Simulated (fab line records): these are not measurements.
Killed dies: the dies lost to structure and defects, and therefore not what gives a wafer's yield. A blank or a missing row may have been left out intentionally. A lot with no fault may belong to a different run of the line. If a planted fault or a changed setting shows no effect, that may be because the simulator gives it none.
Which of the tools did it?	flow berkeley_cmos170	14 lots with 42 wafers sampled at 4 steps, on a route of 331 steps

WHAT EACH GAUGE READ, for each wafer
UCB170_V2_THK_MEAS_01.
lot	measured	on	V2_TEOS_THK (nm)
L995	day 8 21:51	film_metro-03	2023 2032 2051
L105	day 10 17:49	film_metro-01	1979 1974 2029
L107	day 10 20:48	film_metro-04	1987 2044 1990
L108	day 11 13:01	film_metro-01	1984 2028 2054
L110	day 11 16:07	film_metro-03	1981 1972 2032
L109	day 11 16:22	film_metro-01	1986 2049 1990
L111	day 12 05:28	film_metro-01	1977 2009 2015
L115	day 13 14:48	film_metro-04	1989 1975 2047
L113	day 13 17:25	film_metro-04	1962 2057 2026
L114	day 13 17:47	film_metro-04	1982 2000 2058
L112	day 13 18:04	film_metro-01	1961 2047 2067
L116	day 13 20:10	film_metro-03	1984 2041 2009
L118	day 14 05:31	film_metro-01	2005 2012 2028
L117	day 14 07:50	film_metro-04	1999 2013 1973

UCB170_M3_CD_MEAS_90: target cd 700 nm.
lot	measured	on	cd_nm (nm)
L995	day 9 04:22	cd_sem-02	691 702 705
L105	day 10 23:11	cd_sem-02	702 702 700
L107	day 11 03:41	cd_sem-02	709 707 694
L108	day 11 19:07	cd_sem-02	700 700 701
L110	day 11 21:14	cd_sem-01	696 700 694
L109	day 11 21:38	cd_sem-02	707 694 706
L111	day 12 09:57	cd_sem-02	702 695 695
L115	day 13 21:09	cd_sem-02	700 700 699
L113	day 14 00:38	cd_sem-01	705 701 703
L114	day 14 00:09	cd_sem-02	702 698 698
L112	day 14 01:10	cd_sem-01	693 699 690
L116	day 14 01:54	cd_sem-01	696 696 697
L118	day 14 10:37	cd_sem-02	708 703 700
L117	day 14 13:06	cd_sem-01	698 693 695

WHAT TOOL EACH LOT RAN ON (gives the tool, then ch and the chambers of the sampled wafers, and finally the start)
lot	UCB170_M3_STRIP_07	UCB170_M3_ETCH_17
L995	plasma_asher-01 ch 0,1, day 9 01:59	rie_diel-02 ch 0,1,3, day 9 04:02
L105	plasma_asher-02 ch 1, day 10 21:16	rie_diel-04 ch 1,3, day 10 22:52
L107	plasma_asher-02 ch 0,1, day 11 00:44	rie_diel-02 ch 0,3, day 11 03:19
L108	plasma_asher-03 ch 0,1, day 11 17:21	rie_diel-01 ch 0,1,2, day 11 18:46
L110	plasma_asher-01 ch 0,1, day 11 19:14	rie_diel-04 ch 1,2,3, day 11 20:55
L109	plasma_asher-03 ch 0,1, day 11 19:28	rie_diel-02 ch 2,3, day 11 21:11
L111	plasma_asher-03 ch 1, day 12 08:21	rie_diel-02 ch 0,2, day 12 09:37
L115	plasma_asher-03 ch 0,1, day 13 18:50	rie_diel-01 ch 1,2,3, day 13 20:48
L113	plasma_asher-01 ch 0,1, day 13 22:14	rie_diel-04 ch 0,2,3, day 14 00:16
L114	plasma_asher-03 ch 0,1, day 13 21:53	rie_diel-01 ch 0,2, day 13 23:49
L112	plasma_asher-03 ch 0,1, day 13 22:20	rie_diel-02 ch 0,1,2, day 14 00:49
L116	plasma_asher-02 ch 1, day 13 23:33	rie_diel-01 ch 1,3, day 14 01:33
L118	plasma_asher-03 ch 0,1, day 14 08:50	rie_diel-01 ch 0,1, day 14 10:16
L117	plasma_asher-02 ch 0,1, day 14 11:00	rie_diel-02 ch 1,2,3, day 14 12:46
- UCB170_M3_STRIP_07: strips in O2.
- UCB170_M3_ETCH_17: etches BARC in N2/H2.

AS READ BY THE TOOLS THEMSELVES (means over the sampled wafers that have a number; for cases with no such wafer, the mark the record gives instead)
UCB170_M3_STRIP_07.
lot	tool	drypump_motor_current_A (A)	oes_product_au (a.u.)	strip_time_to_endpoint_s (s)
L995	plasma_asher-01	6.3	0.732	21.98
L105	plasma_asher-02	5.8	0.737	21.97
L107	plasma_asher-02	6.0	0.735	21.98
L108	plasma_asher-03	5.5	0.728	21.89
L110	plasma_asher-01	6.3	0.736	21.91
L109	plasma_asher-03	5.5	0.739	22.01
L111	plasma_asher-03	5.7	0.737	21.91
L115	plasma_asher-03	5.5	0.733	21.97
L113	plasma_asher-01	6.3	0.732	22.03
L114	plasma_asher-03	5.2	0.731	22.03
L112	plasma_asher-03	5.5	0.735	21.94
L116	plasma_asher-02	5.8	0.739	22.04
L118	plasma_asher-03	5.2	0.738	21.94
L117	plasma_asher-02	6.1	0.732	21.89

UCB170_M3_ETCH_17.
lot	tool	drypump_motor_current_A (A)	n2_flow_sccm (sccm)	oes_product_au (a.u.)	rf_fwd_power_W (W)	throttle_valve_pct (%)
L995	rie_diel-02	5.5	100.1	0.989	493.0	13.19
L105	rie_diel-04	6.2	99.9	1.038	492.2	13.34
L107	rie_diel-02	5.6	100.4	0.983	495.9	13.03
L108	rie_diel-01	5.6	99.9	1.008	495.8	13.27
L110	rie_diel-04	5.9	99.9	1.025	493.9	13.26
L109	rie_diel-02	5.6	100.2	0.994	495.3	13.28
L111	rie_diel-02	5.5	99.9	0.974	492.9	13.13
L115	rie_diel-01	6.0	99.8	1.013	493.7	13.31
L113	rie_diel-04	5.7	99.8	1.012	495.5	13.17
L114	rie_diel-01	5.2	100.2	0.982	493.4	13.20
L112	rie_diel-02	5.4	99.9	1.002	493.8	13.29
L116	rie_diel-01	6.6	100.2	1.004	494.5	13.31
L118	rie_diel-01	6.2	100.0	0.992	493.5	13.27
L117	rie_diel-02	5.4	99.8	1.005	494.2	13.36

THE ANSWER, worked out from the rows above alone
Rule: the usual values come from the lots themselves. The widest of any qualifying gaps counts: lots, ordered by their means at a reading, are off when they make up no more than a third of the lots, leave a main group of 4 or more, and stand apart from it by 3 or more times the standard deviation of that group's means. A main group whose means are all the same, to the digits that the tables above print for the reading, isn't used. Also off: a lot with no number at a reading for which 4 or more lots have one. Any other lot the step has rows for is counted as sound. After the gauges, taken in route order, come the tools' own readings; for these a lot's mean is taken, as printed above. The first step at which some lot is off is used, and at that step the reading that is off furthest; a lot without a number counts as furthest.
No lot is off on any of the readings shown, so nothing can be concluded from this.

WHAT THE SIMULATOR PUT IN
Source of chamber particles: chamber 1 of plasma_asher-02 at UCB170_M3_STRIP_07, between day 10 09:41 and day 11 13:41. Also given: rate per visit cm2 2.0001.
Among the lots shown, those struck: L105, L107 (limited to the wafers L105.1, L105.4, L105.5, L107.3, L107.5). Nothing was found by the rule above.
